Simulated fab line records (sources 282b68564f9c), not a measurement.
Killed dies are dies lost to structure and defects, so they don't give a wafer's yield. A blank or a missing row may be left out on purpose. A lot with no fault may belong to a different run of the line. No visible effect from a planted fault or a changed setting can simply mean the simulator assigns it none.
Commonality check across tools    flow rit_cmos    Sample size 15 lots and 45 wafers

== REASON FOR OPENING ==
Of 15 lots, 3 have the reading ACTIVE_OXIDE_THK flagged at RIT_ACTIVE_THK_MEAS_02. Fault-free wafers read 46.6 nm, with a standard deviation of 0.8.
Rule: a lot is flagged when every wafer of it that has a number lies more than 4 standard deviations from that mean, or none has a number. As for the other lots, they are considered sound.

lot   measured     on             ACTIVE_OXIDE_THK (nm), wafer by wafer  flag
L299  day 1 14:24  film_metro-02  45.5 46.5 46.0                         
L300  day 1 22:40  film_metro-03  46.8 47.0 46.9                         
L301  day 1 22:40  film_metro-02  46.0 46.4 47.1                         
L302  day 2 03:25  film_metro-03  45.7 46.4 46.7                         
L304  day 2 13:03  film_metro-04  47.9 47.7 47.3                         
L305  day 2 18:03  film_metro-03  46.8 47.4 47.3                         
L308  day 3 09:56  film_metro-04  60.9 60.8 60.7                         FLAGGED
L310  day 3 21:47  film_metro-03  60.3 60.1 61.0                         FLAGGED
L311  day 4 00:03  film_metro-04  47.1 47.6 46.8                         
L313  day 4 11:04  film_metro-03  61.5 61.0 60.8                         FLAGGED
L318  day 5 12:27  film_metro-02  46.1 46.3 46.3                         
L319  day 5 16:04  film_metro-03  47.0 47.4 46.8                         
L320  day 5 21:39  film_metro-02  45.6 46.3 46.2                         
L321  day 6 02:04  film_metro-02  47.6 47.3 47.0                         
L322  day 6 08:44  film_metro-03  46.9 45.5 45.8                         
Average over the flagged lots: 60.8 nm; offset from the usual +14.2 nm, equal to +18 standard deviations.

== EACH LOT AND THE TOOL IT RAN ON ==
The record holds 1 process step before the reading, out of a route of 202 steps. Read each cell as the tool, then ch plus the chambers that the sampled wafers visited, then the start.
lot   flag     RIT_ACTIVE_OXIDATION_01
L299           furnace-03 ch 0, day 1 12:28
L300           furnace-01 ch 0, day 1 20:44
L301           furnace-01 ch 0, day 1 20:44
L302           furnace-03 ch 0, day 2 01:26
L304           furnace-01 ch 0, day 2 11:07
L305           furnace-01 ch 0, day 2 16:07
L308  FLAGGED  furnace-01 ch 0, day 3 08:01
L310  FLAGGED  furnace-01 ch 0, day 3 19:49
L311           furnace-03 ch 0, day 3 22:07
L313  FLAGGED  furnace-01 ch 0, day 4 09:08
L318           furnace-04 ch 0, day 5 10:31
L319           furnace-04 ch 0, day 5 14:07
L320           furnace-03 ch 0, day 5 19:43
L321           furnace-04 ch 0, day 6 00:07
L322           furnace-03 ch 0, day 6 06:48
These steps, and what they do:
- RIT_ACTIVE_OXIDATION_01: target thk 46.8 nm, ox time 3360 s.
- RIT_ACTIVE_THK_MEAS_02

== FLAGGED OVER TOTAL, TOOL BY TOOL (the gauges that took the reading come last) ==
step                     tool           lots run  flagged  share of the flagged lots  sound lots run after its first flagged lot
RIT_ACTIVE_OXIDATION_01  furnace-01     7         3        all                        0
RIT_ACTIVE_OXIDATION_01  furnace-03     5         0        none                       -
RIT_ACTIVE_OXIDATION_01  furnace-04     3         0        none                       -
RIT_ACTIVE_THK_MEAS_02   film_metro-02  5         0        none                       -
RIT_ACTIVE_THK_MEAS_02   film_metro-03  7         2        some                       2 (L319,L322)
RIT_ACTIVE_THK_MEAS_02   film_metro-04  3         1        some                       1 (L311)

== WHAT IS ALLOWED BY THE TABLE ==
All flagged lots share 1 row of the table, namely furnace-01 at RIT_ACTIVE_OXIDATION_01.
- furnace-01 at RIT_ACTIVE_OXIDATION_01: 3 of its 7 lots flagged. It ran its last sound lot, L305, at day 2 16:07 and its first flagged lot, L308, at day 3 08:01: a fault with its onset between the two fits.
What remains is a single tool, furnace-01 at RIT_ACTIVE_OXIDATION_01.

== WHAT HAD BEEN PUT IN BY THE SIMULATOR ==
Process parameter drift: furnace-01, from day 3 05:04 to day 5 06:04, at RIT_ACTIVE_OXIDATION_01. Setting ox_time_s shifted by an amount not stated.
Lots struck among those shown: L308, L310, L313. The rule above found the same.
